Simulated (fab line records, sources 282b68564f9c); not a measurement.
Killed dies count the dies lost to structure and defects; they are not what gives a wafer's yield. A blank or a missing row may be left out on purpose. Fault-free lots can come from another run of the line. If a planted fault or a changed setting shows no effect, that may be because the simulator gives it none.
fab line records	flow rit_cmos
[record] lots = 6	wafers = 18	last_day = 7
route steps=202 shown PWELL@42 WELLDRIVE@50 NWELL@51 NRETRO@53 M1@202
lots with no fault: from the same line, run without faults
start_h: hours from the record's first day to the start of the lot's first wafer shown	wait_h: time in hours since the lot's previous step	" same as the row above	L1.1+2: one row covering several wafers at once	- no value, or no start given	* or withheld: withheld	< > ~ a bound
route shown NAME@n: names a module that has steps shown in the file, with the first one's number in the route	usual: mean/standard deviation of fault-free wafers	same: alike in all rows	chamber/n: place in a boat	sites: readings site by site	_std_site: the standard deviation of these	_edge_site: outer sites' mean less inner sites'	radius_mm: for every site, how far away it sits from the centre of the wafer	mask NAME#n: copy n	behind: the last tool/chamber to shape the wafer	hold: why the lot went on hold/how many hours it stayed there/how the hold came to an end	device: which transistor (n, p or np) failed to switch	end of line: the route-end tests of the same wafers	a step with no rows: only its recipe	killed: dies that structure and defects cost at the first sort, which is not the same as the wafer's yield	map: the dies of a wafer, with x for killed, . for not killed, _ for no die there
set.NAME: setting as actually run; set.NAME@STEP: the setting as run at that earlier step	model.NAME: the simulator's own value behind a step, which no gauge read
lots seen at some steps along the route; tables by step, rows by wafer
services: a tool's chamber out of use, with start hour (start_h, from the record's first day; less than 0 if before it), hours out, and reason
[[steps]]
[step RIT_PWELL_EXPOSE_03]
[recipe] mask_id = M3	na = 0.57	target_cd_nm = 43700	dose_mj = 250
[step RIT_PWELL_PEB_04]
[recipe] resist = NOVOLAK	temp_c = withheld	time_s = withheld
[step RIT_PWELL_DEVELOP_05]
[recipe] resist = NOVOLAK	develop_time_s = 68	dev_temp_c = 23
[step RIT_PWELL_OVL_MEAS_06]
[usual] PWELL_OVL = -1.1/1.2
lot.wafer	tool	chamber	start_h	wait_h	PWELL_OVL[nm]
L693.3	overlay-02	-	33.54	-	-2.3
L693.4	"	-	"	"	-1.7
L693.6	"	-	"	"	-0.9
L695.1	overlay-01	-	43.29	-	-1.0
L695.5	"	-	"	"	-0.5
L695.6	"	-	"	"	-1.2
L700.3	overlay-01	-	67.96	-	-1.8
L700.4	"	-	"	"	-1.4
L700.6	"	-	"	"	-3.2
L701.2	overlay-02	-	73.84	-	0.4
L701.4	"	-	"	"	-1.1
L701.6	"	-	"	"	0.4
L710.1	overlay-02	-	118.07	-	-0.4
L710.4	"	-	"	"	-1.7
L710.6	"	-	"	"	-1.4
L713.1	overlay-01	-	132.73	-	-2.0
L713.2	"	-	"	"	-1.0
L713.6	"	-	"	"	-2.0
[step RIT_PWELL_HARDBAKE_07]
[recipe] resist = NOVOLAK	temp_c = 140	time_s = 120
[step RIT_PWELL_IMPLANT_08]
[recipe] species = B	energy_kev = 170	dose_cm2 = 7e+13	tilt_deg = 7
[step RIT_PWELL_STRIP_09]
[recipe] chemistry = O2	time_s = 180	resist = NOVOLAK	platen_temp_c = withheld	power_w = 500	pressure_mtorr = 4000	o2_flow_sccm = 4000
[usual] drypump_motor_current_A = 5.7/0.53
lot.wafer	tool	chamber	start_h	wait_h	drypump_motor_current_A	rf_hours_counter_h
L693.3	plasma_asher-03	0	34.02	0.1	5.5	-
L693.4	"	1	"	"	6.6	-
L693.6	"	0	"	"	5.5	-
L695.1	plasma_asher-02	0	43.72	0.1	5.9	21
L695.5	"	1	"	"	5.5	-
L695.6	"	0	"	"	5.9	-
L700.3	plasma_asher-04	1	68.44	0.1	4.7	-
L700.4	"	0	"	"	6.2	-
L700.6	"	0	"	"	6.2	-
L701.2	plasma_asher-02	0	74.27	0.1	5.9	24
L701.4	"	1	"	"	5.5	-
L701.6	"	0	"	"	5.8	-
L710.1	plasma_asher-04	1	118.50	0.1	4.7	50
L710.4	"	1	"	"	4.7	-
L710.6	"	0	"	"	6.2	-
L713.1	plasma_asher-04	0	133.17	0.1	6.2	51
L713.2	"	1	"	"	4.8	51
L713.6	"	1	"	"	4.7	-
[step RIT_PWELL_TW_MEAS_10]
[usual] PWELL_TW = 941/6.7
lot.wafer	tool	chamber	start_h	wait_h	PWELL_TW
L693.3	film_metro-04	-	34.15	0.1	949
L693.4	"	-	"	"	944
L693.6	"	-	"	"	945
L695.1	film_metro-02	-	43.90	0.1	938
L695.5	"	-	"	"	942
L695.6	"	-	"	"	942
L700.3	film_metro-04	-	68.58	0.1	950
L700.4	"	-	"	"	950
L700.6	"	-	"	"	951
L701.2	film_metro-04	-	74.46	0.1	952
L701.4	"	-	"	"	955
L701.6	"	-	"	"	953
L710.1	film_metro-02	-	118.68	0.1	944
L710.4	"	-	"	"	939
L710.6	"	-	"	"	939
L713.1	film_metro-03	-	133.34	0.1	935
L713.2	"	-	"	"	921
L713.6	"	-	"	"	927
[step RIT_WELLDRIVE_ANNEAL_00]
[recipe] temp_c = 1100	time_s = 14700	ambient = N2
[step RIT_WELLDRIVE_RS_MEAS_01]
[recipe] thk_meas_gauge = four-point-probe
[usual] NWELL_RS = 275.2/0.68
lot.wafer	tool	chamber	start_h	wait_h	NWELL_RS[ohm/sq]
L693.3	film_metro-02	-	39.32	0.0	275.6
L693.4	"	-	"	"	275.7
L693.6	"	-	"	"	276.2
L695.1	film_metro-02	-	49.04	0.0	274.7
L695.5	"	-	"	"	275.3
L695.6	"	-	"	"	275.6
L700.3	film_metro-04	-	73.74	0.0	275.9
L700.4	"	-	"	"	275.8
L700.6	"	-	"	"	275.5
L701.2	film_metro-04	-	79.61	0.0	274.1
L701.4	"	-	"	"	274.3
L701.6	"	-	"	"	274.3
L710.1	film_metro-02	-	124.27	0.0	275.7
L710.4	"	-	"	"	276.7
L710.6	"	-	"	"	275.6
L713.1	film_metro-02	-	138.49	0.0	275.1
L713.2	"	-	"	"	275.3
L713.6	"	-	"	"	275.2
[step RIT_WELLDRIVE_RS_MEAS_02]
[recipe] thk_meas_gauge = four-point-probe
[usual] PWELL_RS = 429.9/1.2
lot.wafer	tool	chamber	start_h	wait_h	PWELL_RS[ohm/sq]
L693.3	film_metro-02	-	39.44	0.1	431.9
L693.4	"	-	"	"	432.0
L693.6	"	-	"	"	431.9
L695.1	film_metro-02	-	49.16	0.1	431.6
L695.5	"	-	"	"	431.6
L695.6	"	-	"	"	430.3
L700.3	film_metro-04	-	73.86	0.1	429.9
L700.4	"	-	"	"	428.6
L700.6	"	-	"	"	429.4
L701.2	film_metro-04	-	79.73	0.1	428.5
L701.4	"	-	"	"	429.3
L701.6	"	-	"	"	428.3
L710.1	film_metro-02	-	124.39	0.1	428.9
L710.4	"	-	"	"	429.8
L710.6	"	-	"	"	429.6
L713.1	film_metro-02	-	138.61	0.1	428.6
L713.2	"	-	"	"	428.8
L713.6	"	-	"	"	428.9
[step RIT_NRETRO_HMDS_00]
[recipe] prime_time_s = 60	prime_temp_c = 140
[step RIT_NRETRO_COAT_01]
[recipe] resist = NOVOLAK	spin_rpm = 2000	resist_thk_nm = 1300
lot.wafer	tool	chamber	start_h	wait_h	model.NOVOLAK_of_NRETRO_COAT_01.thk_nm
L693.3	litho_track-03	0	39.72	0.1	1299
L693.4	"	0	"	"	1297
L693.6	"	0	"	"	1296
L695.1	litho_track-01	0	49.43	0.1	1294
L695.5	"	0	"	"	1295
L695.6	"	0	"	"	1297
L700.3	litho_track-01	0	74.16	0.1	1318
L700.4	"	0	"	"	1315
L700.6	"	0	"	"	1320
L701.2+6	litho_track-01	0	80.01	0.1	1318
L701.4	"	0	"	"	1317
L710.1	litho_track-02	0	124.66	0.1	1300
L710.4	"	0	"	"	1304
L710.6	"	0	"	"	1303
L713.1	litho_track-02	0	138.88	0.1	1304
L713.2	"	0	"	"	1305
L713.6	"	0	"	"	1307
[step RIT_NRETRO_SOFTBAKE_02]
[recipe] resist = NOVOLAK	temp_c = 90	time_s = 60
[step RIT_NRETRO_EXPOSE_03]
[recipe] mask_id = M4	na = 0.57	target_cd_nm = 43900	dose_mj = 250
[step RIT_NRETRO_PEB_04]
[recipe] resist = NOVOLAK	temp_c = withheld	time_s = withheld
[step RIT_NRETRO_DEVELOP_05]
[recipe] resist = NOVOLAK	develop_time_s = 68	dev_temp_c = 23
[step RIT_NRETRO_OVL_MEAS_06]
[usual] NRETRO_OVL = -0.7/1.1
lot.wafer	tool	chamber	start_h	wait_h	NRETRO_OVL[nm]
L693.3	overlay-01	-	40.41	-	1.9
L693.4	"	-	"	"	0.5
L693.6	"	-	"	"	-0.6
L695.1	overlay-01	-	50.16	-	-1.2
L695.5	"	-	"	"	-1.3
L695.6	"	-	"	"	-1.2
L700.3	overlay-02	-	74.85	-	0.4
L700.4	"	-	"	"	-0.2
L700.6	"	-	"	"	-0.3
L701.2	overlay-01	-	80.84	-	0.0
L701.4	"	-	"	"	-1.2
L701.6	"	-	"	"	-0.1
L710.1	overlay-01	-	125.42	-	-1.1
L710.4	"	-	"	"	-1.0
L710.6	"	-	"	"	-1.3
L713.1	overlay-02	-	139.73	-	-0.3
L713.2	"	-	"	"	1.6
L713.6	"	-	"	"	0.4
[step RIT_NRETRO_HARDBAKE_07]
[recipe] resist = NOVOLAK	temp_c = 140	time_s = 120
[usual] plate_temp_C = 140.01/0.13
lot.wafer	tool	chamber	start_h	wait_h	plate_temp_C	model.NOVOLAK_of_NRETRO_COAT_01.thk_nm
L693.3	litho_track-01	0	40.52	0.1	139.93	1136
L693.4	"	0	"	"	139.62	1134
L693.6	"	0	"	"	139.97	1133
L695.1	litho_track-01	0	50.20	0.0	139.79	1132
L695.5	"	0	"	"	139.90	1133
L695.6	"	0	"	"	140.09	1134
L700.3	litho_track-01	0	74.96	0.1	140.01	1152
L700.4	"	0	"	"	139.97	1150
L700.6	"	0	"	"	139.90	1154
L701.2	litho_track-03	0	80.92	0.1	140.05	1152
L701.4	"	0	"	"	140.09	1151
L701.6	"	0	"	"	140.11	1153
L710.1	litho_track-01	0	125.61	0.2	140.04	1137
L710.4	"	0	"	"	140.00	1140
L710.6	"	0	"	"	140.10	1140
L713.1	litho_track-02	0	139.77	0.0	139.91	1140
L713.2	"	0	"	"	139.81	1141
L713.6	"	0	"	"	140.11	1143
[step RIT_NRETRO_IMPLANT_08]
[recipe] species = P	energy_kev = 70	dose_cm2 = 1e+13	tilt_deg = 7
[step RIT_M1_PROBE_99]
[usual] killed_at_contacts = 0.1/0.27	killed_at_front_end = 6.1/2.9	killed_dies = 6.2/2.9	killed_open = 3.2/1.9	killed_short = 3/1.9
[same] gross_dies = 264	killed_at_M0_to_M3 = 0	killed_at_M4_up = 0	killed_at_back_side = 0	killed_at_other = 0
lot.wafer	tool	chamber	start_h	wait_h	killed_at_contacts	killed_at_front_end	killed_dies	killed_open	killed_short
L693.3	prober-02	-	68.47	0.2	1	9	10	3	7
L693.4	prober-02	-	68.52	0.2	0	9	9	6	3
L693.6	prober-02	-	68.62	0.2	0	9	9	3	6
L695.1	prober-02	-	77.68	0.1	0	5	5	5	0
L695.5	prober-02	-	77.88	0.2	0	4	4	1	3
L695.6	prober-02	-	77.93	0.2	0	5	5	4	1
L700.3	prober-01	-	104.22	0.2	0	5	5	4	1
L700.4	prober-01	-	104.27	0.2	0	2	2	1	1
L700.6	prober-01	-	104.37	0.2	0	9	9	6	3
L701.2	prober-02	-	108.72	0.1	0	8	8	4	4
L701.4	prober-02	-	108.82	0.2	0	5	5	3	2
L701.6	prober-02	-	108.92	0.2	0	15	15	9	6
L710.1	prober-01	-	154.13	0.1	0	3	3	1	2
L710.4	prober-01	-	154.28	0.2	0	5	5	0	5
L710.6	prober-01	-	154.38	0.2	0	10	10	5	5
L713.1	prober-02	-	167.13	0.1	1	6	7	7	0
L713.2	prober-02	-	167.18	0.1	0	9	9	5	4
L713.6	prober-02	-	167.38	0.2	0	6	6	2	4
// killed by level:class
L693.3 GATE:geometric_particle:short=3 REOX:geometric_particle:short=3 GATE:geometric_particle:open=2 CONTACT:geometric_particle:short=1 SPACER:geometric_particle:open=1
L693.4 GATE:geometric_particle:open=3 SPACER:geometric_particle:open=3 SPACER:geometric_particle:short=2 FOX1:geometric_particle:short=1
L693.6 GATE:geometric_particle:short=4 FOX1:geometric_particle:open=2 FOX1:geometric_particle:short=1 GATE:geometric_particle:open=1 REOX:geometric_particle:short=1
L695.1 FOX2:geometric_particle:open=2 GATE:geometric_particle:open=2 SILICIDE:geometric_particle:open=1
L695.5 GATE:geometric_particle:short=2 FOX2:geometric_particle:open=1 REOX:geometric_particle:short=1
L695.6 REOX:geometric_particle:open=2 FOX2:geometric_particle:short=1 FOX2:geometric_particle:open=1 SILICIDE:geometric_particle:open=1
L700.3 FOX2:geometric_particle:open=2 SPACER:geometric_particle:open=1 SILICIDE:geometric_particle:open=1 SILICIDE:geometric_particle:short=1
L700.4 REOX:geometric_particle:short=1 SILICIDE:geometric_particle:open=1
L700.6 FOX2:geometric_particle:open=2 GATE:geometric_particle:open=2 SILICIDE:geometric_particle:open=2 SILICIDE:geometric_particle:short=2 REOX:geometric_particle:short=1
L701.2 GATE:geometric_particle:open=2 FOX1:geometric_particle:short=1 FOX2:geometric_particle:short=1 GATE:geometric_particle:short=1 SPACER:geometric_particle:short=1 SPACER:geometric_particle:open=1 SILICIDE:geometric_particle:open=1
L701.4 GATE:geometric_particle:open=1 REOX:geometric_particle:open=1 SPACER:geometric_particle:short=1 SILICIDE:geometric_particle:open=1 SILICIDE:geometric_particle:short=1
L701.6 FOX1:geometric_particle:open=3 FOX1:geometric_particle:short=2 GATE:geometric_particle:open=2 FOX2:geometric_particle:open=1 GATE:geometric_particle:short=1 REOX:geometric_particle:short=1 REOX:geometric_particle:open=1 SPACER:geometric_particle:open=1
L710.1 FOX2:geometric_particle:short=2 GATE:geometric_particle:open=1
L710.4 SPACER:geometric_particle:short=2 FOX1:geometric_particle:short=1 GATE:geometric_particle:short=1 REOX:geometric_particle:short=1
L710.6 FOX1:geometric_particle:short=2 REOX:geometric_particle:open=2 FOX1:geometric_particle:open=1 FOX2:geometric_particle:open=1 FOX2:geometric_particle:short=1 GATE:geometric_particle:short=1 REOX:geometric_particle:short=1 SPACER:geometric_particle:open=1
L713.1 GATE:geometric_particle:open=3 SILICIDE:geometric_particle:open=2 REOX:geometric_particle:open=1 CONTACT:geometric_particle:open=1
L713.2 GATE:geometric_particle:open=3 SILICIDE:geometric_particle:short=2 FOX2:geometric_particle:short=1 GATE:geometric_particle:short=1 REOX:geometric_particle:open=1 SILICIDE:geometric_particle:open=1
L713.6 GATE:geometric_particle:short=4 GATE:geometric_particle:open=1 SILICIDE:geometric_particle:open=1
[[services]]
tool	chamber	start_h	hours	kind
plasma_asher-02	-	105.11	0.7	repair
[[key]]
first_sign none at tools or gauges
[model_effect] step = RIT_NRETRO_COAT_01	value = NOVOLAK_of_NRETRO_COAT_01.thk_nm	without = 1300	struck = 1318
[model_effect] step = RIT_NRETRO_HARDBAKE_07	value = NOVOLAK_of_NRETRO_COAT_01.thk_nm	without = 1137	struck = 1152
met_at RIT_NRETRO_COAT_01
struck_wafers L700.3,L700.4,L700.6,L701.2,L701.4,L701.6
tester_left_out L700,L701
onset_between 49.43 74.16
[fault] kind = process_parameter_drift	tool = litho_track-01	chamber = -	onset_h = 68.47	steps = RIT_NRETRO_COAT_01	channel = resist_thk_nm	offset = 17.992	shape = step	end_h = 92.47	acts_in = these_recipes_only	stated = 1300
// tester_left_out: of these lots the tester's yield and bins aren't shown, on N5 and GAA mostly nor the transistor test; their killed dies are dies lost to structure and defects alone, not to doping, threshold or leakage, so they don't give the yield
